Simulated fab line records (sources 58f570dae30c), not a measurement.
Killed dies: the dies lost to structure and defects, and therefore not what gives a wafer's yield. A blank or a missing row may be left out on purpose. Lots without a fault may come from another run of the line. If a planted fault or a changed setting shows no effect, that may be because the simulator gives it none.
Problem report, 8D (eight disciplines) form, completed by code -- flow berkeley_cmos170 -- the parts of the form that need people (team, actions taken, sign-off) are left out

1. THE PROBLEM
Mean of beam_energy_keV at UCB170_NLDD_IMPLANT_08: 28.870 across 6 wafers in 2 lots; on wafers with no fault it is 30.002 (standard deviation 0.01). That is -99 or more standard deviations from the usual mean.
Seen first at day 8 22:55 on implanter-01, wafer L929.2. Wafers with a number at this step in the record: 42, from 14 lots. Rule for "out" (also "out of limits"): further than 4 standard deviations from the usual mean. Any other wafer with a number is counted as sound.

2. WHAT IT IS, WHAT IT ISN'T
question,is,is not
which readings at this step,beam_energy_keV,tilt_deg
which lots,"L928, L929","L922, L923, L924, L925, L931, L936, L937, L938, L940, L942, L944, L945"
which wafers of those lots,all that have a number,-
read on which tools,implanter-01,"implanter-03, implanter-04"
when,from day 8 22:55,"up to then (12 sound wafers); but 24 sound wafers of L931, L936, L937, L938, L940, L942, L944, L945 came after"

3. SUSPECTS, AND WHAT RULES EACH OUT
Counting: a tool at a process step up to the reading stays a suspect if it ran every lot that is out and no sound lot after the first of them.
- implanter-01 at UCB170_NLDD_IMPLANT_08: kept. Every lot that is out went through it, starting with L929 (day 8 22:55), and after that it ran no sound lot; the last sound lot it ran before then is L923 (day 7 23:13). On those wafers its own readings are out: beam_energy_keV.
After counting, what remains is implanter-01 at UCB170_NLDD_IMPLANT_08.

4. THE CAUSE (what the simulator had put in)
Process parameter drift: implanter-01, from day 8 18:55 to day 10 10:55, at UCB170_NLDD_IMPLANT_08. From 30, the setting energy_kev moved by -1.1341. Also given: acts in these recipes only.
After counting, this tool was the only one left.

5. SEQUENCE OF EFFECTS, ordered by route
Rows list readings where the struck wafers' mean (over those with a number) sits beyond 3 standard deviations from the usual. Only readings whose record carries a usual standard deviation are examined. hours: median over the lots of the time between each lot's start at the first step of this table that gives one and its start at this step. sigmas: the change, counted in usual standard deviations.
hours,step,reading,usual,on struck wafers,change,sigmas
0,UCB170_NLDD_IMPLANT_08,beam_energy_keV,30.002,28.870,-1.132,-99 or more
It contains these process steps:
- UCB170_NLDD_IMPLANT_08
Later steps that measure or inspect, where all struck wafers having a row at the step show a number for every such reading and not one has moved that far: UCB170_CONTACT_CD_MEAS_90.

6. HOW IT WOULD HAVE BEEN CAUGHT EARLIER
In this record the first reading out of limits was taken at day 8 22:55, 4 hours after the fault began at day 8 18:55.
